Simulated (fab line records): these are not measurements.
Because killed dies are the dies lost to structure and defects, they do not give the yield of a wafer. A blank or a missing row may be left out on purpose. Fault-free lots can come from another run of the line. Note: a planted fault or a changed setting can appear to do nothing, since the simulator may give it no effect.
fab line records -- flow rit-cmos
record lots=5, wafers=23
route steps=202 shown PLDD@122 SPACER@130 PSD@150 SDANNEAL@155 CONTACT@171 M1@184
start-h: hours from the record's first day to the start of the lot's first wafer shown -- wait-h: hours since the lot's step before -- " as in the row above -- L1.1+2: one row covering several wafers at once -- - no value present, or no start provided -- * or withheld: withheld -- < > ~ a bound
route shown NAME@n: NAME is a module with steps in the file, n the number in the route of the first one -- usual: mean/standard deviation taken from wafers without a fault -- same: alike in all rows -- chamber/n: place in a boat -- sites: each site's reading -- _std_site: the standard deviation of these -- _edge_site: outer sites' mean less inner sites' -- radius-mm: how far each site lies from the wafer's centre -- mask NAME#n: copy n -- behind: tool/chamber where the wafer was last shaped -- hold: why the lot was held/for how many hours/how that ended -- device: which transistor (n, p or np) failed to switch -- end of line: the tests these same wafers got at the end of their route -- a step without rows: its recipe alone -- killed: dies lost to structure and defects at the first sort, not the wafer's yield -- map: a wafer's dies, x killed, . not, _ none there
set.NAME: the setting the step ran with; set.NAME@STEP: the setting that earlier step ran with -- model.NAME: the simulator's own value behind a step, which no gauge read
lots with deliberately changed settings; one table per step, one row per wafer
## steps
# step RIT_PLDD_IMPLANT_08
# recipe species=BF2, energy-kev=20, dose-cm2=9e+14, tilt-deg=7
lot.wafer,tool,chamber,start-h,wait-h,set.energy-kev,model.implant.rp-nm,model.implant.drp-nm
L074.1+4+5,implanter-03,0,43.47,0.1,20,16.73,9.752
L076.1+2+4,implanter-02,0,53.22,0.1,20,17.07,9.752
L076.5+6,implanter-02,0,53.22,0.1,20.86,17.64,10.04
L077.1+5+6,implanter-03,0,58.61,0.1,20,17.46,9.752
L077.3+4,implanter-03,0,58.61,0.1,21.14,18.23,10.14
L081.1+2+4+5+6,implanter-02,0,79.13,0.1,20,17.45,9.752
L083.1+3+6,implanter-02,0,90.12,0.1,19.33,16.91,9.521
L083.4+5,implanter-02,0,90.12,0.1,20,17.37,9.752
# step RIT_PLDD_STRIP_09
# recipe chemistry=O2, time-s=180, resist=NOVOLAK, platen-temp-c=withheld, power-w=500, pressure-mtorr=4000, o2-flow-sccm=4000
# step RIT_PLDD_TW_MEAS_10
# usual PLDD_TW=2327/14
lot.wafer,tool,chamber,start-h,wait-h,set.energy-kev@PLDD_IMPLANT_08,PLDD_TW
L074.1,film-metro-01,-,43.80,0.1,20,2358
L074.4,film-metro-01,-,43.80,0.1,20,2344
L074.5,film-metro-01,-,43.80,0.1,20,2351
L076.1,film-metro-03,-,53.55,0.1,20,2327
L076.2,film-metro-03,-,53.55,0.1,20,2323
L076.4,film-metro-03,-,53.55,0.1,20,2322
L076.5,film-metro-03,-,53.55,0.1,20.86,2355
L076.6,film-metro-03,-,53.55,0.1,20.86,2348
L077.1,film-metro-01,-,58.93,0.1,20,2348
L077.3,film-metro-01,-,58.93,0.1,21.14,2383
L077.4,film-metro-01,-,58.93,0.1,21.14,2380
L077.5,film-metro-01,-,58.93,0.1,20,2339
L077.6,film-metro-01,-,58.93,0.1,20,2343
L081.1,film-metro-02,-,79.45,0.1,20,2301
L081.2,film-metro-02,-,79.45,0.1,20,2313
L081.4,film-metro-02,-,79.45,0.1,20,2318
L081.5,film-metro-02,-,79.45,0.1,20,2310
L081.6,film-metro-02,-,79.45,0.1,20,2314
L083.1,film-metro-02,-,90.45,0.1,19.33,2296
L083.3,film-metro-02,-,90.45,0.1,19.33,2289
L083.4,film-metro-02,-,90.45,0.1,20,2324
L083.5,film-metro-02,-,90.45,0.1,20,2314
L083.6,film-metro-02,-,90.45,0.1,19.33,2303
# step RIT_SPACER_ETCHBACK_05
# recipe target-depth-a=2500, SF6_flow_sccm=30, CHF3_flow_sccm=30, target=Si3N4, chemistry=SF6/CHF3, pressure-mtorr=40, rf-w=250, time-s=240, stop-on=SiO2
lot.wafer,tool,chamber,start-h,wait-h,set.time-s,model.poly-Si_of_GATE_CVD_08.thk-nm,model.Si3N4_of_SPACER_CVD_03.thk-nm
L074.1,rie-diel-01,3,46.20,0.1,240,164.7,194.5
L074.4,rie-diel-01,1,46.20,0.1,240,166.8,198.2
L074.5,rie-diel-01,3,46.20,0.1,240,164.6,195.7
L076.1,rie-diel-04,1,56.03,0.1,216.8,170.9,199
L076.2,rie-diel-04,2,56.03,0.1,216.8,171.7,198.9
L076.4,rie-diel-04,0,56.03,0.1,240,165.7,194.1
L076.5,rie-diel-04,1,56.03,0.1,240,165.8,193.5
L076.6,rie-diel-04,2,56.03,0.1,240,164.5,195.2
L077.1,rie-diel-04,0,61.34,0.1,240,168.8,194.1
L077.3,rie-diel-04,1,61.34,0.1,240,168.5,193.1
L077.4,rie-diel-04,3,61.34,0.1,240,166.8,194.6
L077.5,rie-diel-04,1,61.34,0.1,240,164.8,193.4
L077.6,rie-diel-04,2,61.34,0.1,240,167.7,191.9
L081.1,rie-diel-03,2,82.16,0.1,262.7,160.5,191.4
L081.2,rie-diel-03,3,82.16,0.1,240,169.2,195.9
L081.4,rie-diel-03,1,82.16,0.1,262.7,162.4,191.6
L081.5,rie-diel-03,1,82.16,0.1,262.7,163.3,190.4
L081.6,rie-diel-03,2,82.16,0.1,240,167.8,195.8
L083.1,rie-diel-01,0,93.03,0.1,215.9,174.7,199.2
L083.3,rie-diel-01,1,93.03,0.1,215.9,175.8,198.5
L083.4,rie-diel-01,2,93.03,0.1,240,168.8,191.5
L083.5,rie-diel-01,3,93.03,0.1,240,171,192.8
L083.6,rie-diel-01,2,93.03,0.1,240,168.3,191.7
# step RIT_PSD_IMPLANT_08
# recipe species=BF2, energy-kev=27, dose-cm2=5e+15, tilt-deg=7
lot.wafer,tool,chamber,start-h,wait-h,set.energy-kev,model.implant.rp-nm,model.implant.drp-nm
L074.1+4+5,implanter-02,0,49.36,0.1,27,22.42,12.05
L076.1+2+4+5+6,implanter-02,0,58.97,0.1,27,22.29,12.05
L077.1+5,implanter-03,0,64.23,0.1,26.57,21,11.91
L077.3+4+6,implanter-03,0,64.23,0.1,27,21.28,12.05
L081.1+5+6,implanter-04,0,84.90,0.1,27,21.81,12.05
L081.2+4,implanter-04,0,84.90,0.1,26.48,21.47,11.88
L083.1+4,implanter-04,0,95.76,0.1,27,22.12,12.05
L083.3+5+6,implanter-04,0,95.76,0.1,28.28,22.95,12.45
# step RIT_PSD_STRIP_09
# recipe chemistry=O2, time-s=180, resist=NOVOLAK, platen-temp-c=withheld, power-w=500, pressure-mtorr=4000, o2-flow-sccm=4000
# step RIT_SDANNEAL_CLEAN_02
# recipe chemistry=SC2, mix=3:3:50, time-s=600, temp-c=75, dry=n2-spin
# step RIT_SDANNEAL_RTA_03
# recipe temp-c=1050, time-s=4.9, idle-temp-c=600, ramp-up-c-per-s=342, ramp-down-c-per-s=171, cool-to-c=600, ambient=N2
# step RIT_SDANNEAL_RS_MEAS_04
# recipe thk-meas-gauge=four-point-probe
# usual PSD_RS=116.3/0.31
lot.wafer,tool,chamber,start-h,wait-h,set.energy-kev@PSD_IMPLANT_08,PSD_RS[ohm/sq]
L074.1,film-metro-02,-,50.19,0.0,27,116.0
L074.4,film-metro-02,-,50.19,0.0,27,116.2
L074.5,film-metro-02,-,50.19,0.0,27,115.9
L076.1,film-metro-03,-,59.81,0.0,27,116.4
L076.2,film-metro-03,-,59.81,0.0,27,116.4
L076.4,film-metro-03,-,59.81,0.0,27,116.4
L076.5,film-metro-03,-,59.81,0.0,27,116.9
L076.6,film-metro-03,-,59.81,0.0,27,116.7
L077.1,film-metro-02,-,65.13,0.1,26.57,117.3
L077.3,film-metro-02,-,65.13,0.1,27,116.2
L077.4,film-metro-02,-,65.13,0.1,27,116.4
L077.5,film-metro-02,-,65.13,0.1,26.57,117.2
L077.6,film-metro-02,-,65.13,0.1,27,116.3
L081.1,film-metro-03,-,85.72,0.0,27,117.2
L081.2,film-metro-03,-,85.72,0.0,26.48,117.8
L081.4,film-metro-03,-,85.72,0.0,26.48,118.3
L081.5,film-metro-03,-,85.72,0.0,27,116.8
L081.6,film-metro-03,-,85.72,0.0,27,116.6
L083.1,film-metro-03,-,96.57,0.0,27,116.6
L083.3,film-metro-03,-,96.57,0.0,28.28,113.9
L083.4,film-metro-03,-,96.57,0.0,27,116.5
L083.5,film-metro-03,-,96.57,0.0,28.28,113.9
L083.6,film-metro-03,-,96.57,0.0,28.28,113.5
# step RIT_SDANNEAL_RS_MEAS_06
# recipe thk-meas-gauge=four-point-probe
# usual PLDD_RS=179.0/0.5
lot.wafer,tool,chamber,start-h,wait-h,set.energy-kev@PLDD_IMPLANT_08,PLDD_RS[ohm/sq]
L074.1,film-metro-02,-,50.43,0.1,20,178.3
L074.4,film-metro-02,-,50.43,0.1,20,178.9
L074.5,film-metro-02,-,50.43,0.1,20,178.4
L076.1,film-metro-03,-,60.05,0.1,20,179.3
L076.2,film-metro-03,-,60.05,0.1,20,179.3
L076.4,film-metro-03,-,60.05,0.1,20,179.8
L076.5,film-metro-03,-,60.05,0.1,20.86,177.0
L076.6,film-metro-03,-,60.05,0.1,20.86,177.0
L077.1,film-metro-02,-,65.37,0.1,20,177.8
L077.3,film-metro-02,-,65.37,0.1,21.14,174.7
L077.4,film-metro-02,-,65.37,0.1,21.14,174.7
L077.5,film-metro-02,-,65.37,0.1,20,178.8
L077.6,film-metro-02,-,65.37,0.1,20,178.4
L081.1,film-metro-03,-,85.96,0.1,20,179.2
L081.2,film-metro-03,-,85.96,0.1,20,179.7
L081.4,film-metro-03,-,85.96,0.1,20,180.0
L081.5,film-metro-03,-,85.96,0.1,20,179.6
L081.6,film-metro-03,-,85.96,0.1,20,180.0
L083.1,film-metro-03,-,96.81,0.1,19.33,182.1
L083.3,film-metro-03,-,96.81,0.1,19.33,181.6
L083.4,film-metro-03,-,96.81,0.1,20,179.3
L083.5,film-metro-03,-,96.81,0.1,20,179.5
L083.6,film-metro-03,-,96.81,0.1,19.33,181.9
# step RIT_CONTACT_COAT_03
# recipe resist=NOVOLAK, spin-rpm=3250, resist-thk-nm=1000
lot.wafer,tool,chamber,start-h,wait-h,set.resist-thk-nm,model.NOVOLAK_of_CONTACT_COAT_03.thk-nm
L074.1,litho-track-01,0,51.45,0.1,1000,998.2
L074.4,litho-track-01,0,51.45,0.1,1000,999.7
L074.5,litho-track-01,0,51.45,0.1,1000,1000
L076.1+5,litho-track-04,0,61.07,0.1,1000,1001
L076.2,litho-track-04,0,61.07,0.1,1000,997.9
L076.4,litho-track-04,0,61.07,0.1,970.7,968.2
L076.6,litho-track-04,0,61.07,0.1,970.7,971.1
L077.1,litho-track-01,0,66.59,0.1,1000,994
L077.3,litho-track-01,0,66.59,0.1,1000,995.6
L077.4,litho-track-01,0,66.59,0.1,1033,1028
L077.5,litho-track-01,0,66.59,0.1,1033,1026
L077.6,litho-track-01,0,66.59,0.1,1033,1027
L081.1,litho-track-03,0,86.98,0.1,1000,999.3
L081.2,litho-track-03,0,86.98,0.1,1000,998.1
L081.4,litho-track-03,0,86.98,0.1,969.9,968.5
L081.5,litho-track-03,0,86.98,0.1,969.9,966.9
L081.6,litho-track-03,0,86.98,0.1,1000,998.3
L083.1,litho-track-04,0,97.83,0.1,1000,1000
L083.3,litho-track-04,0,97.83,0.1,1025,1022
L083.4,litho-track-04,0,97.83,0.1,1025,1023
L083.5,litho-track-04,0,97.83,0.1,1025,1021
L083.6,litho-track-04,0,97.83,0.1,1000,996.2
# step RIT_CONTACT_DEVELOP_07
# recipe resist=NOVOLAK, develop-time-s=120, dev-temp-c=23
lot.wafer,tool,chamber,start-h,wait-h,set.develop-time-s
L074.1+4+5,litho-track-01,0,-,-,120
L076.1+6,litho-track-01,0,-,-,120
L076.2+4+5,litho-track-01,0,-,-,102.6
L077.1+3+4+5+6,litho-track-04,0,-,-,120
L081.1+2+4,litho-track-01,0,-,-,107.4
L081.5+6,litho-track-01,0,-,-,120
L083.1+4+5,litho-track-03,0,-,-,125.3
L083.3+6,litho-track-03,0,-,-,120
# step RIT_CONTACT_CD_MEAS_08
# recipe target-cd-nm=1000
# usual cd-nm=1000.6/2.9
lot.wafer,tool,chamber,start-h,wait-h,set.resist-thk-nm@CONTACT_COAT_03,set.develop-time-s@CONTACT_DEVELOP_07,cd-nm
L074.1,cd-sem-01,-,52.29,-,1000,120,1000.5
L074.4,cd-sem-01,-,52.29,-,1000,120,998.7
L074.5,cd-sem-01,-,52.29,-,1000,120,998.6
L076.1,cd-sem-02,-,61.92,-,1000,120,995.5
L076.2,cd-sem-02,-,61.92,-,1000,102.6,981.1
L076.4,cd-sem-02,-,61.92,-,970.7,102.6,985.7
L076.5,cd-sem-02,-,61.92,-,1000,102.6,982.0
L076.6,cd-sem-02,-,61.92,-,970.7,120,998.6
L077.1,cd-sem-02,-,67.53,-,1000,120,1005.0
L077.3,cd-sem-02,-,67.53,-,1000,120,1005.3
L077.4,cd-sem-02,-,67.53,-,1033,120,1001.0
L077.5,cd-sem-02,-,67.53,-,1033,120,1001.5
L077.6,cd-sem-02,-,67.53,-,1033,120,1003.1
L081.1,cd-sem-02,-,87.80,-,1000,107.4,991.5
L081.2,cd-sem-02,-,87.80,-,1000,107.4,991.5
L081.4,cd-sem-02,-,87.80,-,969.9,107.4,997.4
L081.5,cd-sem-02,-,87.80,-,969.9,120,1005.5
L081.6,cd-sem-02,-,87.80,-,1000,120,1001.9
L083.1,cd-sem-01,-,98.64,-,1000,125.3,998.1
L083.3,cd-sem-01,-,98.64,-,1025,120,992.4
L083.4,cd-sem-01,-,98.64,-,1025,125.3,997.2
L083.5,cd-sem-01,-,98.64,-,1025,125.3,994.8
L083.6,cd-sem-01,-,98.64,-,1000,120,995.1
# step RIT_CONTACT_HARDBAKE_10
# recipe resist=NOVOLAK, temp-c=140, time-s=60
lot.wafer,tool,chamber,start-h,wait-h,set.resist-thk-nm@CONTACT_COAT_03,model.NOVOLAK_of_CONTACT_COAT_03.thk-nm
L074.1,litho-track-01,0,52.44,0.0,1000,881.8
L074.4,litho-track-01,0,52.44,0.0,1000,883.1
L074.5,litho-track-01,0,52.44,0.0,1000,883.5
L076.1,litho-track-03,0,62.16,0.1,1000,884
L076.2,litho-track-03,0,62.16,0.1,1000,881.6
L076.4,litho-track-03,0,62.16,0.1,970.7,855.6
L076.5,litho-track-03,0,62.16,0.1,1000,884.7
L076.6,litho-track-03,0,62.16,0.1,970.7,858.1
L077.1,litho-track-04,0,67.69,0.0,1000,878.1
L077.3,litho-track-04,0,67.69,0.0,1000,879.4
L077.4,litho-track-04,0,67.69,0.0,1033,907.6
L077.5,litho-track-04,0,67.69,0.0,1033,906.1
L077.6,litho-track-04,0,67.69,0.0,1033,907.1
L081.1,litho-track-03,0,88.05,0.1,1000,882.8
L081.2,litho-track-03,0,88.05,0.1,1000,881.8
L081.4,litho-track-03,0,88.05,0.1,969.9,855.9
L081.5,litho-track-03,0,88.05,0.1,969.9,854.4
L081.6,litho-track-03,0,88.05,0.1,1000,881.9
L083.1,litho-track-03,0,98.80,0.0,1000,883.4
L083.3,litho-track-03,0,98.80,0.0,1025,902.9
L083.4,litho-track-03,0,98.80,0.0,1025,903.4
L083.5,litho-track-03,0,98.80,0.0,1025,902.1
L083.6,litho-track-03,0,98.80,0.0,1000,880
# step RIT_CONTACT_ETCH_11
# recipe target-depth-a=4800, over-etch-frac=0.2, stop-on=TiSi2, chemistry=CHF3/CF4/Ar, target=SiO2, CHF3_flow_sccm=50, cf4-flow-sccm=10, Ar_flow_sccm=100, O2_flow_sccm=5, pressure-mtorr=100, rf-w=200, time-s=320
lot.wafer,tool,chamber,start-h,wait-h,set.resist-thk-nm@CONTACT_COAT_03,set.develop-time-s@CONTACT_DEVELOP_07,model.CONTACT.cd-nm,model.NOVOLAK_of_CONTACT_COAT_03.thk-nm
L074.1,rie-diel-01,3,52.59,0.1,1000,120,1000,765.5
L074.4,rie-diel-01,3,52.59,0.1,1000,120,999,766.4
L074.5,rie-diel-01,1,52.59,0.1,1000,120,998.5,769.6
L076.1,rie-diel-02,2,62.31,0.1,1000,120,995.8,769.9
L076.2,rie-diel-02,3,62.31,0.1,1000,102.6,981.2,766.8
L076.4,rie-diel-02,2,62.31,0.1,970.7,102.6,985.9,740.8
L076.5,rie-diel-02,3,62.31,0.1,1000,102.6,982.3,769.8
L076.6,rie-diel-02,0,62.31,0.1,970.7,120,998.5,743.8
L077.1,rie-diel-04,1,67.84,0.1,1000,120,1005,763.6
L077.3,rie-diel-04,2,67.84,0.1,1000,120,1006,764.2
L077.4,rie-diel-04,0,67.84,0.1,1033,120,1001,794.2
L077.5,rie-diel-04,3,67.84,0.1,1033,120,1001,792.1
L077.6,rie-diel-04,2,67.84,0.1,1033,120,1003,791.3
L081.1,rie-diel-01,1,88.20,0.1,1000,107.4,991.5,770.1
L081.2,rie-diel-01,0,88.20,0.1,1000,107.4,991.2,768.3
L081.4,rie-diel-01,2,88.20,0.1,969.9,107.4,997.3,741.6
L081.5,rie-diel-01,0,88.20,0.1,969.9,120,1005,740.1
L081.6,rie-diel-01,1,88.20,0.1,1000,120,1002,769.2
L083.1,rie-diel-04,0,98.95,0.1,1000,125.3,997.8,768.5
L083.3,rie-diel-04,2,98.95,0.1,1025,120,992,786.9
L083.4,rie-diel-04,0,98.95,0.1,1025,125.3,996.7,788.5
L083.5,rie-diel-04,2,98.95,0.1,1025,125.3,994.4,785.4
L083.6,rie-diel-04,1,98.95,0.1,1000,120,994.6,763.6
# step RIT_CONTACT_STRIP_12
# recipe chemistry=O2, time-s=180, resist=NOVOLAK, platen-temp-c=withheld, power-w=500, pressure-mtorr=4000, o2-flow-sccm=4000
# step RIT_CONTACT_CD_MEAS_90
# recipe target-cd-nm=1000
# usual cd-nm=1000.6/3
lot.wafer,tool,chamber,start-h,wait-h,set.resist-thk-nm@CONTACT_COAT_03,set.develop-time-s@CONTACT_DEVELOP_07,cd-nm
L074.1,cd-sem-01,-,52.96,0.1,1000,120,999.8
L074.4,cd-sem-01,-,52.96,0.1,1000,120,998.9
L074.5,cd-sem-01,-,52.96,0.1,1000,120,998.3
L076.1,cd-sem-02,-,62.68,0.1,1000,120,995.9
L076.2,cd-sem-02,-,62.68,0.1,1000,102.6,981.2
L076.4,cd-sem-02,-,62.68,0.1,970.7,102.6,985.6
L076.5,cd-sem-02,-,62.68,0.1,1000,102.6,982.3
L076.6,cd-sem-02,-,62.68,0.1,970.7,120,998.7
L077.1,cd-sem-01,-,68.21,0.1,1000,120,1005.2
L077.3,cd-sem-01,-,68.21,0.1,1000,120,1005.9
L077.4,cd-sem-01,-,68.21,0.1,1033,120,1001.2
L077.5,cd-sem-01,-,68.21,0.1,1033,120,1001.2
L077.6,cd-sem-01,-,68.21,0.1,1033,120,1003.4
L081.1,cd-sem-01,-,88.57,0.1,1000,107.4,991.9
L081.2,cd-sem-01,-,88.57,0.1,1000,107.4,991.1
L081.4,cd-sem-01,-,88.57,0.1,969.9,107.4,997.0
L081.5,cd-sem-01,-,88.57,0.1,969.9,120,1005.2
L081.6,cd-sem-01,-,88.57,0.1,1000,120,1001.8
L083.1,cd-sem-01,-,99.32,0.1,1000,125.3,997.7
L083.3,cd-sem-01,-,99.32,0.1,1025,120,992.1
L083.4,cd-sem-01,-,99.32,0.1,1025,125.3,996.9
L083.5,cd-sem-01,-,99.32,0.1,1025,125.3,993.8
L083.6,cd-sem-01,-,99.32,0.1,1000,120,994.4
# step RIT_M1_SPUTTER_00
# recipe material=Al, target-thk-nm=400, power-w=2000, chamber-pressure-pa=0.4, gas=Ar, time-s=500, substrate-temp-c=25
lot.wafer,tool,chamber,start-h,wait-h,set.power-w,model.Al_of_M1_SPUTTER_00.thk-nm
L074.1,pvd-sputter-01,-,53.48,0.0,2000,404
L074.4,pvd-sputter-01,-,53.48,0.0,2000,404.9
L074.5,pvd-sputter-01,-,53.48,0.0,2000,404.4
L076.1,pvd-sputter-01,-,63.18,0.0,1876,385
L076.2,pvd-sputter-01,-,63.18,0.0,1876,382.5
L076.4,pvd-sputter-01,-,63.18,0.0,2000,407.8
L076.5,pvd-sputter-01,-,63.18,0.0,2000,406.3
L076.6,pvd-sputter-01,-,63.18,0.0,1876,383.6
L077.1,pvd-sputter-03,-,68.71,0.0,2000,395.2
L077.3,pvd-sputter-03,-,68.71,0.0,2000,397.4
L077.4,pvd-sputter-03,-,68.71,0.0,2000,399.9
L077.5,pvd-sputter-03,-,68.71,0.0,2000,398.3
L077.6,pvd-sputter-03,-,68.71,0.0,2000,398.2
L081.1,pvd-sputter-03,-,89.06,0.0,2118,425
L081.2,pvd-sputter-03,-,89.06,0.0,2000,400.7
L081.4,pvd-sputter-03,-,89.06,0.0,2118,419.3
L081.5,pvd-sputter-03,-,89.06,0.0,2118,420
L081.6,pvd-sputter-03,-,89.06,0.0,2000,393.9
L083.1,pvd-sputter-03,-,99.83,0.0,2000,396.8
L083.3,pvd-sputter-03,-,99.83,0.0,2000,395.1
L083.4,pvd-sputter-03,-,99.83,0.0,2184,436.1
L083.5,pvd-sputter-03,-,99.83,0.0,2184,438.1
L083.6,pvd-sputter-03,-,99.83,0.0,2184,439.2
# step RIT_M1_RS_MEAS_01
# recipe thk-meas-gauge=four-point-probe, reads=Al_of_M1_SPUTTER_00
# usual M1_AL_RS=0.0733/0.00071
lot.wafer,tool,chamber,start-h,wait-h,set.power-w@M1_SPUTTER_00,M1_AL_RS[ohm/sq]
L074.1,film-metro-01,-,53.78,0.1,2000,0.0725
L074.4,film-metro-01,-,53.78,0.1,2000,0.0724
L074.5,film-metro-01,-,53.78,0.1,2000,0.0724
L076.1,film-metro-02,-,63.47,0.1,1876,0.0763
L076.2,film-metro-02,-,63.47,0.1,1876,0.0768
L076.4,film-metro-02,-,63.47,0.1,2000,0.0718
L076.5,film-metro-02,-,63.47,0.1,2000,0.0722
L076.6,film-metro-02,-,63.47,0.1,1876,0.0766
L077.1,film-metro-01,-,69.01,0.1,2000,0.0743
L077.3,film-metro-01,-,69.01,0.1,2000,0.0740
L077.4,film-metro-01,-,69.01,0.1,2000,0.0733
L077.5,film-metro-01,-,69.01,0.1,2000,0.0736
L077.6,film-metro-01,-,69.01,0.1,2000,0.0737
L081.1,film-metro-02,-,89.35,0.1,2118,0.0690
L081.2,film-metro-02,-,89.35,0.1,2000,0.0733
L081.4,film-metro-02,-,89.35,0.1,2118,0.0699
L081.5,film-metro-02,-,89.35,0.1,2118,0.0699
L081.6,film-metro-02,-,89.35,0.1,2000,0.0744
L083.1,film-metro-03,-,100.12,0.1,2000,0.0741
L083.3,film-metro-03,-,100.12,0.1,2000,0.0744
L083.4,film-metro-03,-,100.12,0.1,2184,0.0673
L083.5,film-metro-03,-,100.12,0.1,2184,0.0670
L083.6,film-metro-03,-,100.12,0.1,2184,0.0668
# step RIT_M1_THK_MEAS_02
# recipe thk-meas-gauge=xrf, reads=Al_of_M1_SPUTTER_00
# usual M1_AL_THK=406/4.5
lot.wafer,tool,chamber,start-h,wait-h,set.power-w@M1_SPUTTER_00,M1_AL_THK[nm]
L074.1,film-metro-01,-,53.90,0.1,2000,411
L074.4,film-metro-01,-,53.90,0.1,2000,411
L074.5,film-metro-01,-,53.90,0.1,2000,412
L076.1,film-metro-02,-,63.59,0.1,1876,390
L076.2,film-metro-02,-,63.59,0.1,1876,389
L076.4,film-metro-02,-,63.59,0.1,2000,413
L076.5,film-metro-02,-,63.59,0.1,2000,411
L076.6,film-metro-02,-,63.59,0.1,1876,388
L077.1,film-metro-01,-,69.13,0.1,2000,401
L077.3,film-metro-01,-,69.13,0.1,2000,406
L077.4,film-metro-01,-,69.13,0.1,2000,405
L077.5,film-metro-01,-,69.13,0.1,2000,408
L077.6,film-metro-01,-,69.13,0.1,2000,406
L081.1,film-metro-02,-,89.47,0.1,2118,432
L081.2,film-metro-02,-,89.47,0.1,2000,407
L081.4,film-metro-02,-,89.47,0.1,2118,427
L081.5,film-metro-02,-,89.47,0.1,2118,425
L081.6,film-metro-02,-,89.47,0.1,2000,399
L083.1,film-metro-03,-,100.24,0.1,2000,400
L083.3,film-metro-03,-,100.24,0.1,2000,398
L083.4,film-metro-03,-,100.24,0.1,2184,437
L083.5,film-metro-03,-,100.24,0.1,2184,440
L083.6,film-metro-03,-,100.24,0.1,2184,441
# step RIT_M1_EXPOSE_06
# recipe mask-id=M12, na=0.6, source-shape=conventional, sigma-outer=0.5, target-cd-nm=2600, dose-mj=250
lot.wafer,tool,chamber,start-h,wait-h,mask,set.dose-mj
L074.1+4+5,iline-stepper-02,0,54.41,0.1,M12#0,250
L076.1+4+5,iline-stepper-02,0,64.23,0.2,M12#0,241.9
L076.2+6,iline-stepper-02,0,64.23,0.2,M12#0,250
L077.1+5+6,iline-stepper-01,0,69.76,0.2,M12#0,250
L077.3+4,iline-stepper-01,0,69.76,0.2,M12#0,260.1
L081.1+5,iline-stepper-01,0,89.98,0.1,M12#0,250
L081.2+4+6,iline-stepper-01,0,89.98,0.1,M12#0,241.2
L083.1+4,iline-stepper-02,0,100.88,0.2,M12#0,250
L083.3+5+6,iline-stepper-02,0,100.88,0.2,M12#0,244.5
# step RIT_M1_PEB_07
# recipe resist=NOVOLAK, temp-c=withheld, time-s=withheld
# step RIT_M1_DEVELOP_08
# recipe resist=NOVOLAK, develop-time-s=70.99, dev-temp-c=23
# step RIT_M1_CD_MEAS_09
# recipe target-cd-nm=2600
# usual cd-nm=2599.6/2.4
lot.wafer,tool,chamber,start-h,wait-h,set.dose-mj@M1_EXPOSE_06,cd-nm
L074.1,cd-sem-01,-,54.84,-,250,2600.2
L074.4,cd-sem-01,-,54.84,-,250,2599.9
L074.5,cd-sem-01,-,54.84,-,250,2600.1
L076.1,cd-sem-01,-,64.66,-,241.9,2609.9
L076.2,cd-sem-01,-,64.66,-,250,2599.9
L076.4,cd-sem-01,-,64.66,-,241.9,2609.5
L076.5,cd-sem-01,-,64.66,-,241.9,2611.7
L076.6,cd-sem-01,-,64.66,-,250,2599.8
L077.1,cd-sem-02,-,70.19,-,250,2600.2
L077.3,cd-sem-02,-,70.19,-,260.1,2590.4
L077.4,cd-sem-02,-,70.19,-,260.1,2590.0
L077.5,cd-sem-02,-,70.19,-,250,2600.4
L077.6,cd-sem-02,-,70.19,-,250,2601.7
L081.1,cd-sem-02,-,90.41,-,250,2596.5
L081.2,cd-sem-02,-,90.41,-,241.2,2607.9
L081.4,cd-sem-02,-,90.41,-,241.2,2606.8
L081.5,cd-sem-02,-,90.41,-,250,2599.2
L081.6,cd-sem-02,-,90.41,-,241.2,2609.7
L083.1,cd-sem-02,-,101.31,-,250,2600.1
L083.3,cd-sem-02,-,101.31,-,244.5,2610.3
L083.4,cd-sem-02,-,101.31,-,250,2604.3
L083.5,cd-sem-02,-,101.31,-,244.5,2607.1
L083.6,cd-sem-02,-,101.31,-,244.5,2605.3
## key
split step=RIT_PLDD_IMPLANT_08, setting=energy-kev, stated=20, by=wafer
response step=RIT_PLDD_IMPLANT_08, reading=model.implant.rp-nm, change=+0.135, per=1%, r=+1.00
response step=RIT_PLDD_IMPLANT_08, reading=model.implant.drp-nm, change=+0.0681, per=1%, r=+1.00
response step=RIT_PLDD_TW_MEAS_10, reading=PLDD_TW, change=+6.61, per=1%, r=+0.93
response step=RIT_SDANNEAL_RS_MEAS_06, reading=PLDD_RS, change=-0.631, per=1%, r=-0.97
split step=RIT_SPACER_ETCHBACK_05, setting=time-s, stated=240, by=wafer
response step=RIT_SPACER_ETCHBACK_05, reading=model.poly-Si_of_GATE_CVD_08.thk-nm, change=-0.629, per=1%, r=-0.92
response step=RIT_SPACER_ETCHBACK_05, reading=model.Si3N4_of_SPACER_CVD_03.thk-nm, change=-0.558, per=1%, r=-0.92
split step=RIT_PSD_IMPLANT_08, setting=energy-kev, stated=27, by=wafer
response step=RIT_PSD_IMPLANT_08, reading=model.implant.rp-nm, change=+0.176, per=1%, r=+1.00
response step=RIT_PSD_IMPLANT_08, reading=model.implant.drp-nm, change=+0.0844, per=1%, r=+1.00
response step=RIT_SDANNEAL_RS_MEAS_04, reading=PSD_RS, change=-0.6, per=1%, r=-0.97
split step=RIT_CONTACT_COAT_03, setting=resist-thk-nm, stated=1000, by=wafer
response step=RIT_CONTACT_COAT_03, reading=model.NOVOLAK_of_CONTACT_COAT_03.thk-nm, change=+10, per=1%, r=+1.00
response step=RIT_CONTACT_HARDBAKE_10, reading=model.NOVOLAK_of_CONTACT_COAT_03.thk-nm, change=+8.76, per=1%, r=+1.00
response step=RIT_CONTACT_ETCH_11, reading=model.NOVOLAK_of_CONTACT_COAT_03.thk-nm, change=+8.9, per=1%, r=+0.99
response step=RIT_CONTACT_CD_MEAS_08, reading=cd-nm, slope=-1.23, per=1%, together-with=develop-time-s@CONTACT_DEVELOP_07, explained=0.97
response step=RIT_CONTACT_ETCH_11, reading=model.CONTACT.cd-nm, slope=-1.23, per=1%, together-with=develop-time-s@CONTACT_DEVELOP_07, explained=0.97
response step=RIT_CONTACT_CD_MEAS_90, reading=cd-nm, slope=-1.2, per=1%, together-with=develop-time-s@CONTACT_DEVELOP_07, explained=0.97
split step=RIT_CONTACT_DEVELOP_07, setting=develop-time-s, stated=120, by=wafer
response step=RIT_CONTACT_CD_MEAS_08, reading=cd-nm, change=+0.956, per=1%, r=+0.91
response step=RIT_CONTACT_ETCH_11, reading=model.CONTACT.cd-nm, change=+0.952, per=1%, r=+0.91
response step=RIT_CONTACT_CD_MEAS_90, reading=cd-nm, change=+0.961, per=1%, r=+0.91
split step=RIT_M1_SPUTTER_00, setting=power-w, stated=2000, by=wafer
response step=RIT_M1_SPUTTER_00, reading=model.Al_of_M1_SPUTTER_00.thk-nm, change=+4.26, per=1%, r=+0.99
response step=RIT_M1_RS_MEAS_01, reading=M1_AL_RS, change=-0.000756, per=1%, r=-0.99
response step=RIT_M1_THK_MEAS_02, reading=M1_AL_THK, change=+4.22, per=1%, r=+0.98
split step=RIT_M1_EXPOSE_06, setting=dose-mj, stated=250, by=wafer
response step=RIT_M1_CD_MEAS_09, reading=cd-nm, change=-2.83, per=1%, r=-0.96
